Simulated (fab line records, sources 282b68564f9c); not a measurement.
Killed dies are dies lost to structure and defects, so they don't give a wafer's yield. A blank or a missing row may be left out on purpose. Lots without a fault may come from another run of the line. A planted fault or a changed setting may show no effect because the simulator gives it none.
Split-lot experiment | flow rit_cmos | 5 lots, 23 wafers read, on a route of 202 steps

THE SPLIT
At RIT_NWELL_IMPLANT_08, the setting dose_cm2 was moved away from the recipe's 5e+13 on 8 of the 23 wafers read, by -6.2% to -4.4%. The other wafers ran this setting at the recipe's value.

FROM THE SPLIT TO THE READING: what the file shows between them, 5 steps
- RIT_NWELL_STRIP_09: strips in O2, time 180 s
- RIT_NWELL_TW_MEAS_10
- RIT_PWELL_IMPLANT_08 (also split here: energy_kev)
- RIT_PWELL_STRIP_09: strips in O2, time 180 s
- RIT_WELLDRIVE_ANNEAL_00: time 14700 s

THE READING
NWELL_RS, in ohm/sq, at RIT_WELLDRIVE_RS_MEAS_01 (measures by four-point-probe). Fault-free wafers of this fab line usually give 275.7 ohm/sq, standard deviation 0.85 ohm/sq.

wafer  | tool, chamber at the split | dose_cm2 as run | against the recipe | NWELL_RS, ohm/sq | against lot-mates on the recipe
L077.1 | implanter-03, 0            | 5e+13           | recipe             | 277.2            | -
L077.2 | implanter-03, 0            | 5e+13           | recipe             | 276.2            | -
L077.3 | implanter-03, 0            | 5e+13           | recipe             | 276.3            | -
L077.5 | implanter-03, 0            | 5e+13           | recipe             | 276.6            | -
L077.6 | implanter-03, 0            | 5e+13           | recipe             | 275.7            | -
L078.1 | implanter-01, 0            | 5e+13           | recipe             | 276.4            | -
L078.2 | implanter-01, 0            | 4.695e+13       | -6.1%              | 287.0            | +10.8
L078.3 | implanter-01, 0            | 4.695e+13       | -6.1%              | 287.2            | +10.9
L078.4 | implanter-01, 0            | 5e+13           | recipe             | 276.1            | -
L078.5 | implanter-01, 0            | 4.695e+13       | -6.1%              | 286.4            | +10.1
L079.1 | implanter-01, 0            | 4.69e+13        | -6.2%              | 287.7            | +11.5
L079.2 | implanter-01, 0            | 4.69e+13        | -6.2%              | 287.7            | +11.5
L079.3 | implanter-01, 0            | 4.69e+13        | -6.2%              | 287.7            | +11.5
L079.4 | implanter-01, 0            | 5e+13           | recipe             | 276.4            | -
L079.5 | implanter-01, 0            | 5e+13           | recipe             | 276.0            | -
L082.2 | implanter-01, 0            | 5e+13           | recipe             | 274.7            | -
L082.3 | implanter-01, 0            | 5e+13           | recipe             | 274.8            | -
L082.4 | implanter-01, 0            | 4.782e+13       | -4.4%              | 281.7            | +7.2
L082.5 | implanter-01, 0            | 4.782e+13       | -4.4%              | 281.4            | +6.9
L082.6 | implanter-01, 0            | 5e+13           | recipe             | 274.0            | -
L084.1 | implanter-03, 0            | 5e+13           | recipe             | 277.4            | -
L084.3 | implanter-03, 0            | 5e+13           | recipe             | 275.8            | -
L084.5 | implanter-03, 0            | 5e+13           | recipe             | 276.5            | -

THE FIT
A straight line over all 23 wafers: NWELL_RS changes by -1.77 ohm/sq for each +1% of dose_cm2; r = -0.98; the points scatter about the line by 1 ohm/sq.
The same after taking each lot's own level away (the mean of its wafers on the recipe; 23 wafers): -1.78 ohm/sq for each +1%; r = -1.00; scatter 0.5 ohm/sq.
On that fit, the largest move of dose_cm2 shifts the reading by 11 ohm/sq.
The lots' own levels span 274.50 to 276.57 ohm/sq, that is 2.4 times the standard deviation above.
So the lot-to-lot level changes the slope little: the two slopes agree.
Check: with one of the wafers moved furthest among these (-6.2%) left out of the fit, the line predicts +10.9 ohm/sq for it against its lot-mates. It came out at +11.5 ohm/sq against them.

OTHER SPLITS ON THESE WAFERS
These wafers also went through other splits before the reading. Each is held against what the fit with the lots' levels taken away leaves over:
other split on the same wafers  | wafers away from the commonest value | r with NWELL_RS (lot level and that fit taken away)
RIT_FOX2_OXIDATION_00 temp_c    | 10                                   | -0.14
RIT_PWELL_IMPLANT_08 energy_kev | 10                                   | +0.00

THE WHOLE CHAIN: every reading that the file lists as answering this split, in the file's order
step                     | what it does                 | reading  | change (the file's fit)           | r (the file's)
RIT_NWELL_TW_MEAS_10     |                              | NWELL_TW | +6.73 for each +1% of the setting | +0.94
RIT_WELLDRIVE_RS_MEAS_01 | measures by four-point-probe | NWELL_RS | -1.77 for each +1% of the setting | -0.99

THE FILE'S OWN FIT
NWELL_RS changes by -1.77 ohm/sq for each +1% of dose_cm2, r = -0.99.
